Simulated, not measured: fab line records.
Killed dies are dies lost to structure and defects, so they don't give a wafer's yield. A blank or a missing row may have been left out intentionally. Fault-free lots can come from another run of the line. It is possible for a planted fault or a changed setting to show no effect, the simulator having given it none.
Split-lot trial / flow berkeley-cmos170 / 23 wafers read from 5 lots, route of 331 steps

== ON THE SPLIT ==
At UCB170_PVT_IMPLANT_07, the setting energy-kev was moved away from the recipe's 30 on 10 of the 23 wafers read, by -4.6% to +5.4%. For the rest of the wafers, this setting stayed at what the recipe calls for.

== FROM THE SPLIT ON TO THE READING: in between, the file shows 1 step ==
- UCB170_PVT_STRIP_08: strips in O2

== THE READING ==
PVT_TW, at UCB170_PVT_TW_MEAS_09. On this fab line, fault-free wafers typically give 507.2 with a standard deviation of 2.8.

wafer=L076.1; tool, chamber at the split=implanter-03, 0; energy-kev as run=29.27; against the recipe=-2.4%; PVT_TW=498.8; against lot-mates on the recipe=-4.7
wafer=L076.2; tool, chamber at the split=implanter-03, 0; energy-kev as run=29.27; against the recipe=-2.4%; PVT_TW=498.2; against lot-mates on the recipe=-5.3
wafer=L076.3; tool, chamber at the split=implanter-03, 0; energy-kev as run=30; against the recipe=recipe; PVT_TW=501.8; against lot-mates on the recipe=-
wafer=L076.4; tool, chamber at the split=implanter-03, 0; energy-kev as run=30; against the recipe=recipe; PVT_TW=505.2; against lot-mates on the recipe=-
wafer=L076.6; tool, chamber at the split=implanter-03, 0; energy-kev as run=29.27; against the recipe=-2.4%; PVT_TW=497.9; against lot-mates on the recipe=-5.6
wafer=L078.1; tool, chamber at the split=implanter-02, 0; energy-kev as run=30; against the recipe=recipe; PVT_TW=509.8; against lot-mates on the recipe=-
wafer=L078.2; tool, chamber at the split=implanter-02, 0; energy-kev as run=30; against the recipe=recipe; PVT_TW=510.6; against lot-mates on the recipe=-
wafer=L078.3; tool, chamber at the split=implanter-02, 0; energy-kev as run=30.95; against the recipe=+3.2%; PVT_TW=516.8; against lot-mates on the recipe=+6.3
wafer=L078.4; tool, chamber at the split=implanter-02, 0; energy-kev as run=30.95; against the recipe=+3.2%; PVT_TW=513.4; against lot-mates on the recipe=+2.9
wafer=L078.6; tool, chamber at the split=implanter-02, 0; energy-kev as run=30; against the recipe=recipe; PVT_TW=511.0; against lot-mates on the recipe=-
wafer=L081.1; tool, chamber at the split=implanter-03, 0; energy-kev as run=28.62; against the recipe=-4.6%; PVT_TW=501.1; against lot-mates on the recipe=-5.3
wafer=L081.2; tool, chamber at the split=implanter-03, 0; energy-kev as run=30; against the recipe=recipe; PVT_TW=506.3; against lot-mates on the recipe=-
wafer=L081.4; tool, chamber at the split=implanter-03, 0; energy-kev as run=30; against the recipe=recipe; PVT_TW=506.6; against lot-mates on the recipe=-
wafer=L081.5; tool, chamber at the split=implanter-03, 0; energy-kev as run=28.62; against the recipe=-4.6%; PVT_TW=497.5; against lot-mates on the recipe=-8.9
wafer=L081.6; tool, chamber at the split=implanter-03, 0; energy-kev as run=30; against the recipe=recipe; PVT_TW=506.3; against lot-mates on the recipe=-
wafer=L082.1; tool, chamber at the split=implanter-02, 0; energy-kev as run=31.63; against the recipe=+5.4%; PVT_TW=513.2; against lot-mates on the recipe=+6.1
wafer=L082.2; tool, chamber at the split=implanter-02, 0; energy-kev as run=31.63; against the recipe=+5.4%; PVT_TW=511.5; against lot-mates on the recipe=+4.4
wafer=L082.3; tool, chamber at the split=implanter-02, 0; energy-kev as run=30; against the recipe=recipe; PVT_TW=508.0; against lot-mates on the recipe=-
wafer=L082.4; tool, chamber at the split=implanter-02, 0; energy-kev as run=30; against the recipe=recipe; PVT_TW=506.3; against lot-mates on the recipe=-
wafer=L082.6; tool, chamber at the split=implanter-02, 0; energy-kev as run=31.63; against the recipe=+5.4%; PVT_TW=513.3; against lot-mates on the recipe=+6.1
wafer=L083.3; tool, chamber at the split=implanter-02, 0; energy-kev as run=30; against the recipe=recipe; PVT_TW=507.3; against lot-mates on the recipe=-
wafer=L083.5; tool, chamber at the split=implanter-02, 0; energy-kev as run=30; against the recipe=recipe; PVT_TW=505.9; against lot-mates on the recipe=-
wafer=L083.6; tool, chamber at the split=implanter-02, 0; energy-kev as run=30; against the recipe=recipe; PVT_TW=504.9; against lot-mates on the recipe=-

THE FIT
A straight line over all 23 wafers: PVT_TW changes by +1.68 for each +1% of energy-kev; r = +0.84; the points scatter about the line by 3.
The same after taking each lot's own level away (the mean of its wafers on the recipe; 23 wafers): +1.34 for each +1%; r = +0.94; scatter 1.4.
Per that fit: largest energy-kev move, reading shift of 7.3.
The span of the lots' own levels, 503.50 to 510.47, comes to 2.5 times the standard deviation stated above.
So the slope is not independent of the lot-to-lot level: the two fits are not the same.
Check: +6.92 against its lot-mates is what the line predicts for one of the wafers moved furthest among these (+5.4%) when that wafer is left out of the fit. It came out at +6.05 against them.

== ADDITIONAL SPLITS CARRIED BY THESE WAFERS ==
These wafers also went through other splits before the reading. Each is held against what the fit with the lots' levels taken away leaves over:
other split on the same wafers=UCB170_NWELL_PEB_10 peb-temp-c; wafers away from the commonest value=7; r with PVT_TW (lot level and that fit taken away)=-0.25
other split on the same wafers=UCB170_NWELL_ETCH_13 over-etch-frac; wafers away from the commonest value=8; r with PVT_TW (lot level and that fit taken away)=+0.19
other split on the same wafers=UCB170_PWELL_COAT_08 resist-thk-nm; wafers away from the commonest value=8; r with PVT_TW (lot level and that fit taken away)=-0.26
other split on the same wafers=UCB170_PWELL_DEVELOP_12 develop-time-s; wafers away from the commonest value=9; r with PVT_TW (lot level and that fit taken away)=+0.08
other split on the same wafers=UCB170_ACTIVE_OXIDATION_02 ox-time-s; wafers away from the commonest value=15; r with PVT_TW (lot level and that fit taken away)=+0.28
other split on the same wafers=UCB170_ACTIVE_COAT_08 spin-rpm; wafers away from the commonest value=11; r with PVT_TW (lot level and that fit taken away)=-0.13
other split on the same wafers=UCB170_PFIELD_IMPLANT_07 dose-cm2; wafers away from the commonest value=7; r with PVT_TW (lot level and that fit taken away)=+0.04
other split on the same wafers=UCB170_SACOX_OXIDATION_01 ox-time-s; wafers away from the commonest value=15; r with PVT_TW (lot level and that fit taken away)=+0.31

== THE WHOLE CHAIN: every reading that the file lists as answering this split, in the file's order ==
step=UCB170_PVT_IMPLANT_07; what it does=; reading=implant.rp-nm (the simulator's own value, which no gauge read); change (the file's fit)=+0.303 nm for each +1% of the setting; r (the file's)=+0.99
step=UCB170_PVT_IMPLANT_07; what it does=; reading=implant.drp-nm (the simulator's own value, which no gauge read); change (the file's fit)=+0.123 nm for each +1% of the setting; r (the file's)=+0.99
step=UCB170_PVT_TW_MEAS_09; what it does=; reading=PVT_TW; change (the file's fit)=+1.36 for each +1% of the setting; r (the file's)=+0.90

== THE FILE'S OWN FIT ==
PVT_TW changes by +1.36 for each +1% of energy-kev, r = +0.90.
